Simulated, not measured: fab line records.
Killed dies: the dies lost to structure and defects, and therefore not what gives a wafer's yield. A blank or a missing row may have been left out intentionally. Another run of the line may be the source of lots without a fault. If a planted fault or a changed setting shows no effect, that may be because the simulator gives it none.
What tool caused it? :: flow berkeley-cmos170 :: 39 wafers from 13 lots sampled at 2 of the route's 331 steps

## WHAT THE GAUGES READ, wafer by wafer
UCB170_FIELD_THK_MEAS_91. Usual: FIELD_OXIDE_LEFT_2_THK typically reads 352 nm, with standard deviation 11.
lot: L519
measured: day 6 13:38
on: film-metro-01
FIELD_OXIDE_LEFT_2_THK (nm): 350 350 341
flag: 

lot: L523
measured: day 7 03:01
on: film-metro-03
FIELD_OXIDE_LEFT_2_THK (nm): 353 357 350
flag: 

lot: L521
measured: day 7 03:07
on: film-metro-02
FIELD_OXIDE_LEFT_2_THK (nm): 364 351 364
flag: 

lot: L520
measured: day 7 04:04
on: film-metro-02
FIELD_OXIDE_LEFT_2_THK (nm): 367 366 361
flag: 

lot: L526
measured: day 7 20:00
on: film-metro-03
FIELD_OXIDE_LEFT_2_THK (nm): 364 357 352
flag: 

lot: L527
measured: day 7 20:32
on: film-metro-03
FIELD_OXIDE_LEFT_2_THK (nm): 362 362 363
flag: 

lot: L525
measured: day 7 20:49
on: film-metro-02
FIELD_OXIDE_LEFT_2_THK (nm): 375 369 363
flag: 

lot: L524
measured: day 7 21:33
on: film-metro-03
FIELD_OXIDE_LEFT_2_THK (nm): 354 365 359
flag: 

lot: L536
measured: day 10 05:34
on: film-metro-03
FIELD_OXIDE_LEFT_2_THK (nm): 362 361 369
flag: 

lot: L538
measured: day 10 16:51
on: film-metro-01
FIELD_OXIDE_LEFT_2_THK (nm): 336 338 340
flag: 

lot: L537
measured: day 10 16:59
on: film-metro-03
FIELD_OXIDE_LEFT_2_THK (nm): 346 349 344
flag: 

lot: L539
measured: day 10 20:18
on: film-metro-02
FIELD_OXIDE_LEFT_2_THK (nm): 363 351 354
flag: 

lot: L542
measured: day 11 03:04
on: film-metro-03
FIELD_OXIDE_LEFT_2_THK (nm): 356 344 340
flag: 

UCB170_PLDD_OVL_MEAS_07. Usual: PLDD_OVL typically reads 3 nm, with standard deviation 5.7.
lot: L519
measured: day 7 05:27
on: overlay-01
PLDD_OVL (nm): 12 5 5
flag: 

lot: L523
measured: day 7 21:55
on: overlay-01
PLDD_OVL (nm): 6 2 -3
flag: 

lot: L521
measured: day 7 22:05
on: overlay-01
PLDD_OVL (nm): 4 5 10
flag: 

lot: L520
measured: day 7 21:52
on: overlay-02
PLDD_OVL (nm): -9 4 -2
flag: 

lot: L526
measured: day 8 13:20
on: overlay-02
PLDD_OVL (nm): 7 6 4
flag: 

lot: L527
measured: day 8 14:04
on: overlay-02
PLDD_OVL (nm): 1 -3 -6
flag: 

lot: L525
measured: day 8 13:47
on: overlay-01
PLDD_OVL (nm): -3 -7 3
flag: 

lot: L524
measured: day 8 13:31
on: overlay-01
PLDD_OVL (nm): 10 13 2
flag: 

lot: L536
measured: day 10 20:29
on: overlay-02
PLDD_OVL (nm): 7 14 7
flag: 

lot: L538
measured: day 11 10:40
on: overlay-02
PLDD_OVL (nm): 10 7 5
flag: 

lot: L537
measured: day 11 10:55
on: overlay-01
PLDD_OVL (nm): -2 -2 -2
flag: 

lot: L539
measured: day 11 11:10
on: overlay-02
PLDD_OVL (nm): 6 3 -11
flag: 

lot: L542
measured: day 11 19:09
on: overlay-02
PLDD_OVL (nm): 9 2 0
flag: 

## WHAT TOOL EACH LOT RAN ON (gives the tool, then ch and the chambers of the sampled wafers, and finally the start)
Record: no process step prior to these readings.

## AS READ BY THE TOOLS THEMSELVES (means over the sampled wafers that have a number; for cases with no such wafer, the mark the record gives instead)
The record holds no such reading with a usual standard deviation.

## THE ANSWER, worked out from the rows above alone
Rule: a lot is off if the mean of its wafers that have a number lies more than 3 standard deviations from the usual mean. Also off: a lot with no number at a reading for which 4 or more lots have one. All remaining lots with rows at the step are treated as sound. The gauges are gone through in route order, then the tools' own readings, and for those a lot's mean is taken as printed above. At the first step where some lot is off, the reading lying furthest off is the one used; lots without a number count as furthest.
No lot is off on any of the readings shown, so nothing can be concluded from this.

## WHAT THE SIMULATOR PUT IN
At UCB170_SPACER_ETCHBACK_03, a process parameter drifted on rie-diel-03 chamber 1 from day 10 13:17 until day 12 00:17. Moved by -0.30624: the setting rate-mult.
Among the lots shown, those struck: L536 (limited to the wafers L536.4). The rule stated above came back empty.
